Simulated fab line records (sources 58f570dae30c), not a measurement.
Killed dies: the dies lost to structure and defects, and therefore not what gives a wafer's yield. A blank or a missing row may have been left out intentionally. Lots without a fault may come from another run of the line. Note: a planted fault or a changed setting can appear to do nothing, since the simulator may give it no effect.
Which tool was responsible? || flow berkeley-cmos170 || 18 wafers from 6 lots sampled at 2 of the route's 331 steps

## WHAT THE GAUGES SHOWED, per wafer
UCB170_M1_CD_MEAS_09: target cd 700 nm.
{"lot": "L544", "measured": "day 8 13:37", "on": "cd-sem-01", "cd-nm (nm)": "701.4 701.1 700.9"}
{"lot": "L551", "measured": "day 10 04:43", "on": "cd-sem-01", "cd-nm (nm)": "702.1 700.5 701.0"}
{"lot": "L557", "measured": "day 11 01:48", "on": "cd-sem-02", "cd-nm (nm)": "701.1 700.6 700.6"}
{"lot": "L558", "measured": "day 11 16:55", "on": "cd-sem-02", "cd-nm (nm)": "702.6 702.4 701.6"}
{"lot": "L560", "measured": "day 11 22:55", "on": "cd-sem-01", "cd-nm (nm)": "699.1 699.5 700.0"}
{"lot": "L565", "measured": "day 12 08:19", "on": "cd-sem-02", "cd-nm (nm)": "698.9 699.4 700.1"}

## EACH LOT AND THE TOOL THAT RAN IT (in order: tool; ch and the chambers of the sampled wafers; start)
{"lot": "L544", "UCB170_M1_EXPOSE_06": "krf-scanner-02 ch 0, day 8 13:13"}
{"lot": "L551", "UCB170_M1_EXPOSE_06": "krf-scanner-02 ch 0, day 10 03:52"}
{"lot": "L557", "UCB170_M1_EXPOSE_06": "krf-scanner-01 ch 0, day 11 01:25"}
{"lot": "L558", "UCB170_M1_EXPOSE_06": "krf-scanner-02 ch 0, day 11 16:31"}
{"lot": "L560", "UCB170_M1_EXPOSE_06": "krf-scanner-02 ch 0, day 11 22:16"}
{"lot": "L565", "UCB170_M1_EXPOSE_06": "krf-scanner-01 ch 0, day 12 07:42"}
- UCB170_M1_EXPOSE_06: exposes mask METAL1, target cd 700 nm.

## THE ANSWER, worked out from the rows above alone
Rule: the usual values come from the lots themselves. Put in order of their means at a reading, lots are off if they are a third of the lots or fewer, leave a main group of 4 or more, and stand apart from it by a gap of 3 or more times the standard deviation of the main group's means; of several such gaps the widest counts. A main group whose means are all the same, to the digits that the tables above print for the reading, isn't used. Also off: a lot with no number at a reading for which 4 or more lots have one. Any other lot the step has rows for is counted as sound.
Across all readings shown, no lot is off: no conclusion can be drawn from this.

## WHAT THE SIMULATOR HAD INSERTED
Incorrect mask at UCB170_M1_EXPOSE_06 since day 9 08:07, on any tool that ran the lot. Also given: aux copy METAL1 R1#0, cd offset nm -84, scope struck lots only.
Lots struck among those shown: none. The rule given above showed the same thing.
